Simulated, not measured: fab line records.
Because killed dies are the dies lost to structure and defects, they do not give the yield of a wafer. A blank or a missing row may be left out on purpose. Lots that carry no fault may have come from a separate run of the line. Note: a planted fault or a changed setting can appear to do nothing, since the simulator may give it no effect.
fab line records | flow rit_cmos
record: lots: 14 | wafers: 42 | last_day: 7
route steps=202 shown NWELL@29 PWELL@49
lots that met no fault: from a run of the same line without faults
start_h: start of the lot's first displayed wafer, in hours after the record's first day | wait_h: hours from the lot's prior step to this one | " repeats the value in the row above | L1.1+2: one row covering several wafers at once | - no value, or no start given | * or withheld: withheld | < > ~ a bound
route shown NAME@n: names a module that has steps shown in the file, with the first one's number in the route | usual: mean/standard deviation of fault-free wafers | same: alike in all rows | chamber/n: place in a boat | sites: the reading at each site | _std_site: the standard deviation of these | _edge_site: inner sites' mean taken away from outer sites' mean | radius_mm: for every site, how far away it sits from the centre of the wafer | mask NAME#n: copy n | behind: the most recent tool/chamber to have shaped the wafer | hold: cause of the lot's hold/its duration in hours/its outcome | device: names the non-switching transistor (n, p or np) | end of line: the same wafers' tests at the end of the route | where a step has no rows: the recipe by itself | killed: not the wafer's yield, but the dies lost to structure and defects at the first sort | map: shows each die of a wafer: x if killed, . if not, _ if none is there
set.NAME: the setting that was run; set.NAME@STEP: the one run at that earlier step | model.NAME: the simulator's own value behind a step, which no gauge read
one table for each step of the route and one row for each wafer, over a sample of lots
== steps ==
step: RIT_NWELL_COAT_01
recipe: resist: NOVOLAK | spin_rpm: 2000 | resist_thk_nm: 1300
lot.wafer  | tool           | chamber | start_h | wait_h
L729.4+5+6 | litho_track-03 | 0       | 21.24   | 0.1
L730.4+5+6 | litho_track-03 | 0       | 26.39   | 0.1
L731.3+5+6 | litho_track-04 | 0       | 31.13   | 0.1
L732.2+4+5 | litho_track-02 | 0       | 35.89   | 0.1
L733.1+2+4 | litho_track-03 | 0       | 41.41   | 0.1
L734.1+2+4 | litho_track-02 | 0       | 46.72   | 0.1
L735.3+5+6 | litho_track-03 | 0       | 51.79   | 0.1
L736.3+5+6 | litho_track-03 | 0       | 61.25   | 0.1
L737.2+4+6 | litho_track-03 | 0       | 64.56   | 0.1
L738.2+5+6 | litho_track-02 | 0       | 66.82   | 0.1
L739.2+3+4 | litho_track-03 | 0       | 73.29   | 0.1
L746.2+5+6 | litho_track-02 | 0       | 105.91  | 0.1
L748.1+2+6 | litho_track-02 | 0       | 116.17  | 0.1
L752.2+5+6 | litho_track-04 | 0       | 135.72  | 0.1
step: RIT_PWELL_TW_MEAS_10
usual: PWELL_TW: 944/5.5
lot.wafer | tool          | chamber | start_h | wait_h | PWELL_TW
L729.4    | film_metro-04 | -       | 24.44   | 0.1    | 934
L729.5    | "             | -       | "       | "      | 940
L729.6    | "             | -       | "       | "      | 936
L730.4    | film_metro-04 | -       | 29.45   | 0.1    | 937
L730.5    | "             | -       | "       | "      | 937
L730.6    | "             | -       | "       | "      | 944
L731.3    | film_metro-02 | -       | 34.29   | 0.1    | 949
L731.5    | "             | -       | "       | "      | 942
L731.6    | "             | -       | "       | "      | 948
L732.2    | film_metro-04 | -       | 39.13   | 0.1    | 943
L732.4    | "             | -       | "       | "      | 945
L732.5    | "             | -       | "       | "      | 941
L733.1    | film_metro-01 | -       | 44.42   | 0.1    | 942
L733.2    | "             | -       | "       | "      | 946
L733.4    | "             | -       | "       | "      | 945
L734.1    | film_metro-04 | -       | 50.02   | 0.1    | 941
L734.2    | "             | -       | "       | "      | 937
L734.4    | "             | -       | "       | "      | 939
L735.3    | film_metro-01 | -       | 55.00   | 0.1    | 952
L735.5    | "             | -       | "       | "      | 956
L735.6    | "             | -       | "       | "      | 959
L736.3    | film_metro-01 | -       | 64.36   | 0.1    | 946
L736.5    | "             | -       | "       | "      | 945
L736.6    | "             | -       | "       | "      | 950
L737.2    | film_metro-01 | -       | 67.56   | 0.1    | 2013
L737.4    | "             | -       | "       | "      | 2004
L737.6    | "             | -       | "       | "      | 2004
L738.2    | film_metro-02 | -       | 69.86   | 0.1    | 945
L738.5    | "             | -       | "       | "      | 944
L738.6    | "             | -       | "       | "      | 941
L739.2    | film_metro-04 | -       | 76.17   | 0.1    | 1990
L739.3    | "             | -       | "       | "      | 1996
L739.4    | "             | -       | "       | "      | 1998
L746.2    | film_metro-01 | -       | 109.19  | 0.1    | 946
L746.5    | "             | -       | "       | "      | 944
L746.6    | "             | -       | "       | "      | 942
L748.1    | film_metro-02 | -       | 119.19  | 0.1    | 948
L748.2    | "             | -       | "       | "      | 951
L748.6    | "             | -       | "       | "      | 947
L752.2    | film_metro-02 | -       | 138.76  | 0.1    | 949
L752.5    | "             | -       | "       | "      | 952
L752.6    | "             | -       | "       | "      | 950
== key ==
first_sign: step: RIT_PWELL_TW_MEAS_10 | reading: PWELL_TW | direction: up | sigmas: 99+ | usual: 944 | struck: 2001
effect none on later readings
met_at RIT_NWELL_COAT_01
struck_lots L737,L739
tester_left_out L737,L739
onset_between 61.25 64.56
fault: kind: process_parameter_drift | tool: litho_track-03 | chamber: - | onset_h: 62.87 | steps: RIT_NWELL_COAT_01 | channel: resist_thk_nm | offset: -1040 | shape: step | end_h: 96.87 | acts_in: these_recipes_only | stated: 1300
tester_left_out: of these lots the tester's yield and bins aren't shown, on N5 and GAA mostly nor the transistor test; their killed dies are dies lost to structure and defects alone, not to doping, threshold or leakage, so they don't give the yield
